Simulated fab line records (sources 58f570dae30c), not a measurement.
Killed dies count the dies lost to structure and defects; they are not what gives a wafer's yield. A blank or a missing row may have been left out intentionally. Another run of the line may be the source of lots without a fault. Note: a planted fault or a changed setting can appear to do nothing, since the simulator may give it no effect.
fab line records | flow berkeley_cmos170
record lots=5 | wafers=23
route steps=331 shown M3@310
start_h: start of the lot's first displayed wafer, in hours after the record's first day | wait_h: hours elapsed since this lot's preceding step | " same as the row above | L1.1+2: several wafers, shown together as one row | - value missing, or start not given | * or withheld: withheld | < > ~ a bound
route shown NAME@n: NAME is a module with steps in the file, n the number in the route of the first one | usual: mean/standard deviation taken from wafers without a fault | same: alike in all rows | chamber/n: place in a boat | sites: per-site readings | _std_site: the values' standard deviation | _edge_site: mean of outer sites minus mean of inner sites | radius_mm: for every site, how far away it sits from the centre of the wafer | mask NAME#n: copy n | behind: tool/chamber where the wafer was last shaped | hold: reason for holding the lot/hours on hold/outcome of the hold | device: whichever transistor did not switch (one of n, p or np) | end of line: the same wafers' tests at the end of the route | for a step that has no rows: nothing shown but its recipe | killed: dies that structure and defects cost at the first sort, which is not the same as the wafer's yield | map: a wafer's dies, x killed, . not, _ none there
set.NAME: the run value of the setting; set.NAME@STEP: its run value at that earlier step | model.NAME: the simulator's own value behind a step, which no gauge read
one table per step and one row per wafer, for lots whose settings were changed on purpose
## steps
# step UCB170_M3_SPUTTER_01
# recipe material=Al | target_thk_nm=900 | time_s=120 | power_w=6000 | chamber_pressure_pa=0.5
lot.wafer | tool           | chamber | start_h | wait_h | set.power_w | model.Al_of_M3_SPUTTER_01.thk_nm
L074.1    | pvd_sputter-02 | -       | 155.11  | 0.0    | 6000        | 910
L074.2    | "              | -       | "       | "      | 6000        | 905.6
L074.3+5  | "              | -       | "       | "      | 6000        | 907.2
L074.4    | "              | -       | "       | "      | 6000        | 908.9
L076.1    | pvd_sputter-04 | -       | 173.44  | 0.0    | 5472        | 829.2
L076.3    | "              | -       | "       | "      | 5472        | 830.4
L076.4    | "              | -       | "       | "      | 5472        | 823.4
L076.5    | "              | -       | "       | "      | 6000        | 902.4
L076.6    | "              | -       | "       | "      | 6000        | 902.2
L077.1    | pvd_sputter-01 | -       | 179.18  | 0.0    | 6000        | 900.5
L077.2    | "              | -       | "       | "      | 6000        | 900.4
L077.3    | "              | -       | "       | "      | 6000        | 888
L077.4    | "              | -       | "       | "      | 6000        | 898
L077.5    | "              | -       | "       | "      | 6000        | 903.7
L079.2    | pvd_sputter-02 | -       | 190.60  | 0.0    | 6000        | 912.8
L079.4    | "              | -       | "       | "      | 6000        | 914.9
L079.5    | "              | -       | "       | "      | 6000        | 910.5
L080.1    | pvd_sputter-01 | -       | 190.72  | 0.0    | 5731        | 857.3
L080.2    | "              | -       | "       | "      | 5731        | 862.9
L080.3    | "              | -       | "       | "      | 6000        | 895
L080.5    | "              | -       | "       | "      | 5731        | 859.8
L080.6    | "              | -       | "       | "      | 6000        | 903.3
# step UCB170_M3_RS_MEAS_02
# recipe thk_meas_gauge=four-point-probe | reads=Al_of_M3_SPUTTER_01
# usual M3_AL_RS=0.03203/0.00023
lot.wafer | tool          | chamber | start_h | wait_h | set.power_w@M3_SPUTTER_01 | M3_AL_RS[ohm/sq]
L074.1    | film_metro-04 | -       | 155.19  | 0.0    | 6000                      | 0.03172
L074.2    | "             | -       | "       | "      | 6000                      | 0.03197
L074.3    | "             | -       | "       | "      | 6000                      | 0.03186
L074.4    | "             | -       | "       | "      | 6000                      | 0.03187
L074.5    | "             | -       | "       | "      | 6000                      | 0.0319
L076.1    | film_metro-02 | -       | 173.52  | 0.0    | 5472                      | 0.03485
L076.3    | "             | -       | "       | "      | 5472                      | 0.03482
L076.4    | "             | -       | "       | "      | 5472                      | 0.03509
L076.5    | "             | -       | "       | "      | 6000                      | 0.03191
L076.6    | "             | -       | "       | "      | 6000                      | 0.032
L077.1    | film_metro-04 | -       | 179.27  | 0.0    | 6000                      | 0.03211
L077.2    | "             | -       | "       | "      | 6000                      | 0.03215
L077.3    | "             | -       | "       | "      | 6000                      | 0.03259
L077.4    | "             | -       | "       | "      | 6000                      | 0.03215
L077.5    | "             | -       | "       | "      | 6000                      | 0.03206
L079.2    | film_metro-04 | -       | 190.70  | 0.1    | 6000                      | 0.03171
L079.4    | "             | -       | "       | "      | 6000                      | 0.03165
L079.5    | "             | -       | "       | "      | 6000                      | 0.03177
L080.1    | film_metro-03 | -       | 190.80  | 0.0    | 5731                      | 0.03378
L080.2    | "             | -       | "       | "      | 5731                      | 0.03352
L080.3    | "             | -       | "       | "      | 6000                      | 0.03232
L080.5    | "             | -       | "       | "      | 5731                      | 0.03359
L080.6    | "             | -       | "       | "      | 6000                      | 0.03198
# step UCB170_M3_THK_MEAS_03
# recipe thk_meas_gauge=xrf | reads=Al_of_M3_SPUTTER_01
# usual M3_AL_THK=891/9.3
lot.wafer | tool          | chamber | start_h | wait_h | set.power_w@M3_SPUTTER_01 | M3_AL_THK[nm]
L074.1    | film_metro-04 | -       | 155.31  | 0.1    | 6000                      | 897
L074.2    | "             | -       | "       | "      | 6000                      | 894
L074.3    | "             | -       | "       | "      | 6000                      | 904
L074.4    | "             | -       | "       | "      | 6000                      | 896
L074.5    | "             | -       | "       | "      | 6000                      | 894
L076.1    | film_metro-02 | -       | 173.64  | 0.1    | 5472                      | 811
L076.3    | "             | -       | "       | "      | 5472                      | 813
L076.4    | "             | -       | "       | "      | 5472                      | 809
L076.5    | "             | -       | "       | "      | 6000                      | 884
L076.6    | "             | -       | "       | "      | 6000                      | 887
L077.1    | film_metro-04 | -       | 179.39  | 0.1    | 6000                      | 899
L077.2    | "             | -       | "       | "      | 6000                      | 896
L077.3    | "             | -       | "       | "      | 6000                      | 889
L077.4    | "             | -       | "       | "      | 6000                      | 889
L077.5    | "             | -       | "       | "      | 6000                      | 900
L079.2    | film_metro-04 | -       | 190.81  | 0.1    | 6000                      | 904
L079.4    | "             | -       | "       | "      | 6000                      | 914
L079.5    | "             | -       | "       | "      | 6000                      | 909
L080.1    | film_metro-03 | -       | 190.92  | 0.1    | 5731                      | 845
L080.2    | "             | -       | "       | "      | 5731                      | 852
L080.3    | "             | -       | "       | "      | 6000                      | 883
L080.5    | "             | -       | "       | "      | 5731                      | 849
L080.6    | "             | -       | "       | "      | 6000                      | 891
# step UCB170_M3_METAL_ETCH_18
# recipe chemistry=Cl2/BCl3 | target=Al | stop_on=SiO2 | pressure_mtorr=12 | target_depth_a=11700 | over_etch_frac=0.3 | time_s=195 | icp_w=600 | bias_w=120 | Cl2_flow_sccm=90 | bcl3_flow_sccm=45
lot.wafer | tool         | chamber | start_h | wait_h | set.time_s | model.KrF_of_M3_COAT_10.thk_nm
L074.1    | rie_metal-02 | 0       | 158.19  | -      | 195        | 201.2
L074.2    | "            | 0       | "       | "      | 195        | 208.6
L074.3    | "            | 0       | "       | "      | 195        | 200.8
L074.4    | "            | 0       | "       | "      | 168.4      | 297.5
L074.5    | "            | 0       | "       | "      | 168.4      | 301.6
L076.1    | rie_metal-01 | 0       | 175.88  | -      | 211.6      | -
L076.3+4  | "            | 1,0     | "       | "      | 195        | -
L076.5    | "            | 0       | "       | "      | 211.6      | 168.4
L076.6    | "            | 1       | "       | "      | 211.6      | 173.5
L077.1    | rie_metal-02 | 0       | 182.41  | -      | 195        | 190.3
L077.2    | "            | 0       | "       | "      | 195        | 195
L077.3    | "            | 0       | "       | "      | 177.9      | 255.3
L077.4    | "            | 0       | "       | "      | 195        | 194.3
L077.5    | "            | 0       | "       | "      | 177.9      | 249.4
L079.2    | rie_metal-03 | 0       | 194.41  | -      | 195        | 199.7
L079.4    | "            | 0       | "       | "      | 195        | 197.2
L079.5    | "            | 1       | "       | "      | 195        | 197.5
L080.1    | rie_metal-02 | 0       | 194.53  | -      | 177.4      | 259.9
L080.2    | "            | 0       | "       | "      | 195        | 200
L080.3    | "            | 0       | "       | "      | 177.4      | 264.8
L080.5    | "            | 0       | "       | "      | 195        | 192.8
L080.6    | "            | 0       | "       | "      | 195        | 199.9
# step UCB170_M3_STRIP_19
# recipe chemistry=O2 | power_w=400 | pressure_mtorr=3500 | platen_temp_c=withheld | o2_flow_sccm=400 | overash_fraction=0.5
# usual oes_product_au=0.536/0.011
lot.wafer | tool            | chamber | start_h | wait_h | set.time_s@M3_METAL_ETCH_18 | oes_product_au
L074.1    | plasma_asher-02 | 1       | 158.57  | 0.3    | 195                         | 0.538
L074.2    | "               | 0       | "       | "      | 195                         | 0.539
L074.3    | "               | 0       | "       | "      | 195                         | 0.534
L074.4    | "               | 1       | "       | "      | 168.4                       | 0.631
L074.5    | "               | 1       | "       | "      | 168.4                       | 0.626
L076.1    | plasma_asher-03 | 0       | 176.07  | 0.1    | 211.6                       | 0.494
L076.3    | "               | 0       | "       | "      | 195                         | 0.561
L076.4    | "               | 1       | "       | "      | 195                         | 0.557
L076.5    | "               | 0       | "       | "      | 211.6                       | 0.506
L076.6    | "               | 1       | "       | "      | 211.6                       | 0.503
L077.1    | plasma_asher-03 | 0       | 182.78  | 0.3    | 195                         | 0.523
L077.2    | "               | 1       | "       | "      | 195                         | 0.532
L077.3    | "               | 0       | "       | "      | 177.9                       | 0.586
L077.4    | "               | 1       | "       | "      | 195                         | 0.530
L077.5    | "               | 0       | "       | "      | 177.9                       | 0.590
L079.2    | plasma_asher-01 | 0       | 194.60  | 0.1    | 195                         | 0.526
L079.4    | "               | 0       | "       | "      | 195                         | 0.525
L079.5    | "               | 0       | "       | "      | 195                         | 0.519
L080.1    | plasma_asher-03 | 0       | 194.91  | 0.3    | 177.4                       | 0.590
L080.2    | "               | 1       | "       | "      | 195                         | 0.529
L080.3    | "               | 1       | "       | "      | 177.4                       | 0.592
L080.5    | "               | 1       | "       | "      | 195                         | 0.520
L080.6    | "               | 0       | "       | "      | 195                         | 0.525
## key
split step=UCB170_M3_SPUTTER_01 | setting=power_w | stated=6000 | by=wafer
response step=UCB170_M3_SPUTTER_01 | reading=model.Al_of_M3_SPUTTER_01.thk_nm | change=+8.54 | per=1% | r=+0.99
response step=UCB170_M3_RS_MEAS_02 | reading=M3_AL_RS | change=-0.000336 | per=1% | r=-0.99
response step=UCB170_M3_THK_MEAS_03 | reading=M3_AL_THK | change=+8.49 | per=1% | r=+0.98
split step=UCB170_M3_METAL_ETCH_18 | setting=time_s | stated=195 | by=wafer
response step=UCB170_M3_METAL_ETCH_18 | reading=model.KrF_of_M3_COAT_10.thk_nm | change=-7.01 | per=1% | r=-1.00
response step=UCB170_M3_STRIP_19 | reading=oes_product_au | change=-0.00686 | per=1% | r=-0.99
